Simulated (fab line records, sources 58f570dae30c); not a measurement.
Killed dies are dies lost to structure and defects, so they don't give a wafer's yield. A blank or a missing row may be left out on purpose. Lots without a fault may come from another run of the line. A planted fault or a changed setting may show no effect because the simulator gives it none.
Which tool did it? | flow berkeley_cmos170 | 14 lots, 42 wafers sampled, at 5 steps of a route of 331

WHAT THE GAUGES READ, wafer by wafer
UCB170_NVT_TW_MEAS_09.
lot  | measured     | on            | NVT_TW
L236 | day 6 00:29  | film_metro-04 | 526.6 524.6 525.2
L237 | day 6 00:08  | film_metro-04 | 524.2 525.9 526.7
L239 | day 6 00:37  | film_metro-02 | 524.0 522.0 522.1
L238 | day 6 00:25  | film_metro-03 | 521.3 518.4 519.3
L240 | day 6 00:41  | film_metro-03 | 520.2 519.4 521.7
L245 | day 7 08:30  | film_metro-02 | 523.9 523.6 523.6
L246 | day 7 07:49  | film_metro-04 | 525.7 525.6 524.4
L248 | day 8 02:26  | film_metro-03 | 518.5 516.7 520.5
L251 | day 8 12:41  | film_metro-02 | 521.2 520.3 521.8
L252 | day 8 23:16  | film_metro-04 | 526.3 523.7 526.2
L253 | day 9 07:44  | film_metro-02 | 521.5 517.2 519.9
L256 | day 9 08:16  | film_metro-02 | 516.7 518.1 518.7
L258 | day 10 04:02 | film_metro-02 | 521.4 523.5 521.2
L259 | day 10 19:13 | film_metro-02 | 523.8 522.2 521.0

UCB170_SILICIDE_RS_MEAS_02: measures by four-point-probe.
lot  | measured     | on            | SILICIDE_TI_RS (ohm/sq)
L236 | day 7 05:40  | film_metro-03 | 26.4 26.3 26.4
L237 | day 7 05:47  | film_metro-02 | 26.0 26.2 26.2
L239 | day 7 06:04  | film_metro-01 | 25.9 26.3 26.4
L238 | day 7 06:28  | film_metro-03 | 26.5 26.8 26.8
L240 | day 7 05:36  | film_metro-02 | 26.4 26.3 26.1
L245 | day 8 22:53  | film_metro-02 | 26.4 26.4 26.1
L246 | day 9 00:40  | film_metro-02 | 20.9 20.8 20.7
L248 | day 10 01:43 | film_metro-01 | 21.5 21.3 21.7
L251 | day 9 20:29  | film_metro-03 | 25.8 25.6 25.8
L252 | day 10 03:11 | film_metro-02 | 26.2 26.2 26.2
L253 | day 10 14:26 | film_metro-02 | 26.2 25.9 26.4
L256 | day 10 14:51 | film_metro-03 | 26.4 26.4 26.5
L258 | day 11 13:31 | film_metro-02 | 26.1 26.2 26.3
L259 | day 12 01:54 | film_metro-03 | 26.4 26.1 25.9

UCB170_SILICIDE_THK_MEAS_03: measures by xrf.
lot  | measured     | on            | SILICIDE_TI_THK (nm)
L236 | day 7 05:46  | film_metro-03 | 29.6 29.7 29.5
L237 | day 7 05:54  | film_metro-02 | 30.2 30.1 30.0
L239 | day 7 06:10  | film_metro-01 | 30.4 30.0 29.8
L238 | day 7 06:35  | film_metro-03 | 29.5 29.2 29.1
L240 | day 7 05:43  | film_metro-02 | 29.8 30.1 29.9
L245 | day 8 23:00  | film_metro-02 | 29.6 29.9 30.0
L246 | day 9 00:47  | film_metro-02 | 36.4 36.6 36.5
L248 | day 10 01:50 | film_metro-01 | 35.5 35.8 35.3
L251 | day 9 20:35  | film_metro-03 | 30.4 30.6 30.4
L252 | day 10 03:18 | film_metro-02 | 30.0 29.9 29.8
L253 | day 10 14:34 | film_metro-02 | 30.0 30.3 29.9
L256 | day 10 14:58 | film_metro-03 | 29.6 29.8 29.6
L258 | day 11 13:38 | film_metro-02 | 30.2 29.9 29.9
L259 | day 12 02:00 | film_metro-03 | 29.8 30.2 30.3

WHICH TOOL RAN EACH LOT (tool, then ch and the chambers of the sampled wafers, then the start)
lot  | UCB170_ACTIVE_STRIP_16              | UCB170_SILICIDE_SPUTTER_01
L236 | plasma_asher-03 ch 0,1, day 4 09:13 | pvd_sputter-01, day 7 05:32
L237 | plasma_asher-02 ch 0,1, day 4 09:22 | pvd_sputter-03, day 7 05:42
L239 | plasma_asher-03 ch 0,1, day 4 14:46 | pvd_sputter-04, day 7 06:01
L238 | plasma_asher-03 ch 0,1, day 4 14:52 | pvd_sputter-01, day 7 06:26
L240 | plasma_asher-02 ch 0,1, day 4 15:02 | pvd_sputter-04, day 7 05:32
L245 | plasma_asher-01 ch 0,1, day 6 02:58 | pvd_sputter-01, day 8 22:49
L246 | plasma_asher-02 ch 0,1, day 6 03:05 | pvd_sputter-04, day 9 00:38
L248 | plasma_asher-03 ch 0,1, day 6 23:36 | pvd_sputter-04, day 10 01:41
L251 | plasma_asher-01 ch 1, day 7 07:25   | pvd_sputter-03, day 9 20:26
L252 | plasma_asher-01 ch 0,1, day 7 16:09 | pvd_sputter-01, day 10 03:08
L253 | plasma_asher-02 ch 0,1, day 7 22:07 | pvd_sputter-01, day 10 14:20
L256 | plasma_asher-03 ch 0,1, day 8 02:41 | pvd_sputter-03, day 10 14:48
L258 | plasma_asher-02 ch 0,1, day 8 19:02 | pvd_sputter-01, day 11 13:29
L259 | plasma_asher-03 ch 0,1, day 9 08:33 | pvd_sputter-03, day 12 01:50
- UCB170_ACTIVE_STRIP_16: strips in O2.
- UCB170_SILICIDE_SPUTTER_01: material Ti, target thk 30 nm, time 25 s.

WHAT THE TOOLS THEMSELVES READ (means of the sampled wafers that have a number; where no wafer has one, the mark that the record gives instead)
UCB170_ACTIVE_STRIP_16.
lot  | tool            | drypump_motor_current_A (A) | oes_product_au (a.u.) | strip_time_to_endpoint_s (s)
L236 | plasma_asher-03 | 5.5                         | 0.727                 | 18.13
L237 | plasma_asher-02 | 5.4                         | 0.719                 | 18.03
L239 | plasma_asher-03 | 5.6                         | 0.719                 | 18.08
L238 | plasma_asher-03 | 5.5                         | 0.718                 | 18.10
L240 | plasma_asher-02 | 5.4                         | 0.716                 | 18.10
L245 | plasma_asher-01 | 6.2                         | 0.722                 | 18.06
L246 | plasma_asher-02 | 5.6                         | 0.720                 | 18.12
L248 | plasma_asher-03 | 5.5                         | 0.722                 | 18.08
L251 | plasma_asher-01 | 5.9                         | 0.720                 | 18.16
L252 | plasma_asher-01 | 6.2                         | 0.726                 | 18.11
L253 | plasma_asher-02 | 5.6                         | 0.720                 | 18.10
L256 | plasma_asher-03 | 5.5                         | 0.726                 | 18.09
L258 | plasma_asher-02 | 5.6                         | 0.718                 | 18.22
L259 | plasma_asher-03 | 5.5                         | 0.722                 | 18.07

UCB170_SILICIDE_SPUTTER_01.
lot  | tool           | cathode_dc_power_W (W) | throttle_valve_pct (%)
L236 | pvd_sputter-01 | 1500.1                 | 30.6
L237 | pvd_sputter-03 | 1500.0                 | 30.0
L239 | pvd_sputter-04 | 1500.1                 | 29.7
L238 | pvd_sputter-01 | 1500.1                 | 31.0
L240 | pvd_sputter-04 | 1500.0                 | 29.7
L245 | pvd_sputter-01 | 1500.0                 | 29.4
L246 | pvd_sputter-04 | 1776.4                 | 29.9
L248 | pvd_sputter-04 | 1776.4                 | 30.1
L251 | pvd_sputter-03 | 1500.1                 | 30.8
L252 | pvd_sputter-01 | 1499.8                 | 30.5
L253 | pvd_sputter-01 | 1499.8                 | 29.7
L256 | pvd_sputter-03 | 1499.8                 | 30.0
L258 | pvd_sputter-01 | 1499.9                 | 30.4
L259 | pvd_sputter-03 | 1499.9                 | 30.5

THE ANSWER, worked out from the rows above alone
Rule: what is usual is taken from the lots themselves. Put in order of their means at a reading, lots are off if they are a third of the lots or fewer, leave a main group of 4 or more, and stand apart from it by a gap of 3 or more times the standard deviation of the main group's means; of several such gaps the widest counts. A main group whose means are all the same, to the digits that the tables above print for the reading, isn't used. A lot without any number at a reading at which 4 lots or more have one is off too. The other lots that the step has rows for count as sound. The gauges are gone through in route order, then the tools' own readings, and for those a lot's mean is taken as printed above. The first step at which some lot is off is used, and at that step the reading that is off furthest; a lot without a number counts as furthest.
Off: L246, L248, at UCB170_SILICIDE_RS_MEAS_02 (SILICIDE_TI_RS). The main group: mean 26.2 ohm/sq, standard deviation 0.22.
A tool fits if, at a process step before that reading, it ran every lot that is off, and no sound lot after the first of them. The gauges at UCB170_SILICIDE_RS_MEAS_02 aren't tried: what is off there is off at UCB170_SILICIDE_SPUTTER_01 too, on other tools, and a gauge's error can't cause that. One fits: pvd_sputter-04 at UCB170_SILICIDE_SPUTTER_01. Its last sound lot is L239 (day 7 06:01), its first lot that is off L246 (day 9 00:38): a fault that began between those two fits.
The tool's own readings at UCB170_SILICIDE_SPUTTER_01 bear it out: on the lots that are off they differ by more than 5 times the standard deviation of the sound lots' means. cathode_dc_power_W reads 1776.4 W there against 1500.0 W on the sound lots.

WHAT THE SIMULATOR HAD PUT IN
Process parameter drift: pvd_sputter-04, from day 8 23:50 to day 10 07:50, at UCB170_SILICIDE_SPUTTER_01. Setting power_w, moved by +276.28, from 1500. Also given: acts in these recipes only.
Lots struck among those shown: L246, L248. The rule above found the same.
